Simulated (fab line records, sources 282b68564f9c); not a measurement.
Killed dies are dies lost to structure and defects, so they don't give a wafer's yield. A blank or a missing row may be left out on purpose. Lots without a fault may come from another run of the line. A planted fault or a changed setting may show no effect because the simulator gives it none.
A struck lot beside a sound one | flow rit_cmos | 15 steps out of a route of 202
Sound: wafers L410.2, L410.3, L410.5. Struck: wafer L420.6. (L420.2, L420.4 of the same lot were not struck and are left out.) The cause comes at the end.
At each step with rows: each side's tool, then ch and its chambers, then its first start. Under that, the readings that differ: sound wafers | struck wafers | difference of the means | sigmas: that difference in standard deviations of wafers without a fault.
alike: readings whose means differ by less than 2 such deviations, and words and numbers that are the same on both sides. not compared: withheld readings, readings that some wafer has no value for, bounds like >300 that may hide the same value, and numbers for which the record gives no deviation and whose values overlap.
The two part at a step that has a row with sigmas, a row that says differs or no value, or rows on one side only. Numbers that don't overlap but have no deviation are shown without sigmas and don't part them. A reading that every wafer of one side lacks parts them only if that side has two wafers or more.

first, 1 step without rows for these wafers: RIT_ACTIVE_OXIDATION_01 (target thk 46.8 nm, ox time 3360 s).
RIT_ACTIVE_THK_MEAS_02:
  sound on film_metro-03, day 1 17:04; struck on film_metro-04, day 3 19:59
  alike: ACTIVE_OXIDE_THK
then, 1 step without rows for these wafers: RIT_ACTIVE_CVD_03 (deposits Si3N4 from SiH2Cl2/NH3, target thk 150 nm, time 1500 s).
RIT_ACTIVE_THK_MEAS_04:
  sound on film_metro-04, day 1 19:15; struck on film_metro-04, day 3 21:28
  alike: ACTIVE_NITRIDE_THK
then, 6 steps without rows for these wafers: RIT_ACTIVE_HMDS_05 (prime time 60 s); RIT_ACTIVE_COAT_06 (resist thk 1000 nm); RIT_ACTIVE_SOFTBAKE_07 (time 60 s); RIT_ACTIVE_EXPOSE_08 (exposes mask M1, target cd 1400 nm); RIT_ACTIVE_PEB_09; RIT_ACTIVE_DEVELOP_10 (develop time 50 s).
RIT_ACTIVE_CD_MEAS_11: target cd 1400 nm.
  sound on cd_sem-01, day 1 20:17; struck on cd_sem-01, day 3 22:31
  alike: cd_nm
then, 1 step without rows for these wafers: RIT_ACTIVE_HARDBAKE_12 (time 60 s).
RIT_ACTIVE_ETCH_13: etches Si3N4 in SF6, stops on SiO2, time 210 s, target depth 210 nm.
  sound on rie_diel-02 ch 1,2,3, day 1 20:32; struck on rie_diel-04 ch 0, day 3 22:46
  reading                                     | sound             | struck | difference | sigmas
  throttle_valve_pct (%)                      | 7.63 7.25 7.44    | 7.68   | +0.24      | +2
  model.NOVOLAK_of_ACTIVE_COAT_06.thk_nm (nm) | 651.7 651.7 657.3 | 669.8  | +16.2      |
  alike: drypump_motor_current_A, oes_product_au
  not compared: rf_hours_counter_h
RIT_ACTIVE_STRIP_14: strips in O2, time 180 s.
  sound on plasma_asher-01 ch 0,1, day 1 20:41; struck on plasma_asher-03 ch 1, day 3 22:53
  alike: drypump_motor_current_A
  not compared: rf_hours_counter_h
-- the record jumps here: 2 days lie between the struck wafers' starts before and after (it left off in module ACTIVE and takes up again in module M1, whose first step shown is number 202 of the route) --
RIT_M1_PROBE_99:
  sound on prober-01, day 3 15:25; struck on prober-01, day 5 23:11
  reading            | sound  | struck | difference | sigmas
  killed_at_contacts | 0 0 0  | 1      | +1         | +5
  killed_dies        | 5 14 4 | 14     | +6         | +2
  killed_open        | 3 7 2  | 9      | +5         | +2
  alike: killed_at_front_end, killed_short

WHERE THEY PART
First at RIT_ACTIVE_ETCH_13; last, within this record, at RIT_M1_PROBE_99.

WHY: what the simulator had put in
Process parameter drift: rie_diel-04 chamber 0, from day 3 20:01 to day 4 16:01, at RIT_ACTIVE_ETCH_13. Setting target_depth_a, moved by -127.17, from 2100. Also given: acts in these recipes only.
